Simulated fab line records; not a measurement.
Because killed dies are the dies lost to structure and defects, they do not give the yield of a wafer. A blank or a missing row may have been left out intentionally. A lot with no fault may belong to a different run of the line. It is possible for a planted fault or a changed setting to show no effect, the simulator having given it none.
A lot that was struck, set against a sound lot | flow berkeleyCmos170 | 15 out of 331 route steps
Sound: the wafers L479.1, L479.5, L479.6. Wafers L483.2, L483.5, L483.6 were the ones struck. Last of all comes the cause.
Each step with rows lists, per side, the tool, then ch with its chambers, then its first start. Under that, the readings that differ: sound wafers | struck wafers | difference of the means | sigmas: that difference in standard deviations of wafers without a fault.
alike: words and numbers the same on both sides, and readings whose means are apart by under 2 such deviations; not compared: readings that were withheld, readings missing a value for some wafer, numbers with overlapping values and no deviation given by the record, and bounds like >300 which may hide the same value.
A row with sigmas, a row that says differs or no value, or rows on one side alone: a step with any of these is where the two part. When numbers do not overlap yet have no deviation, they are printed without sigmas and do not part them. Lack of a reading on every wafer of one side parts them only where that side has two or more wafers.

first, 4 steps without rows for these wafers: UCB170_NVT_SOFTBAKE_02 (time 60 s); UCB170_NVT_EXPOSE_03 (exposes mask PWELL, target cd 3000 nm); UCB170_NVT_PEB_04; UCB170_NVT_DEVELOP_05 (develop time 45 s).
UCB170_NVT_OVL_MEAS_06:
  sound: overlay-01 at day 5 21:37; struck: overlay-01 at day 6 13:32
  alike: NVT_OVL
after that, 1 step had no rows for these wafers: UCB170_NVT_IMPLANT_07.
UCB170_NVT_STRIP_08: strips in O2.
  sound on plasmaAsher-04 ch 0,1, day 5 21:49; struck on plasmaAsher-04 ch 0,1, day 6 13:43
  alike: drypumpMotorCurrentA, oesProductAu, stripTimeToEndpointS
  not compared: rfHoursCounterH
UCB170_NVT_TW_MEAS_09:
  sound: filmMetro-04 at day 5 21:55; struck: filmMetro-01 at day 6 13:50
  alike: NVT_TW
then, 4 steps without rows for these wafers: UCB170_NVT_CLEAN_10 (cleans in SPM, time 600 s); UCB170_PVT_HMDS_00 (prime time 60 s); UCB170_PVT_COAT_01 (resist thk 900 nm); UCB170_PVT_SOFTBAKE_02 (time 60 s).
UCB170_PVT_EXPOSE_03: exposes mask NWELL, target cd 3000 nm.
  sound on krfScanner-01 ch 0, day 5 23:15; struck on krfScanner-01 ch 0, day 6 18:20
reading           | sound             | struck            | difference | sigmas
exposureDoseMJCm2 | 30.02 30.01 30.04 | 31.11 31.18 31.17 | +1.13      | +35
  alike: mask
after that, 1 step had no rows for these wafers: UCB170_PVT_PEB_04.
-- the record jumps here: 2 days lie between the struck wafers' starts before and after (it left off in module PVT and takes up again in module M3, whose first step shown is number 331 of the route) --
UCB170_M3_PROBE_99:
  only the struck wafers here have rows in the record (prober-02, day 9 01:58); the sound ones have none

== WHERE THEY PART ==
Earliest at UCB170_PVT_EXPOSE_03; latest, in this record, at UCB170_M3_PROBE_99.

WHY: what had been put in by the simulator
Drift in process parameters on krfScanner-01 at UCB170_PVT_EXPOSE_03, starting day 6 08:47. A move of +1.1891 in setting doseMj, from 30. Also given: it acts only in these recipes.
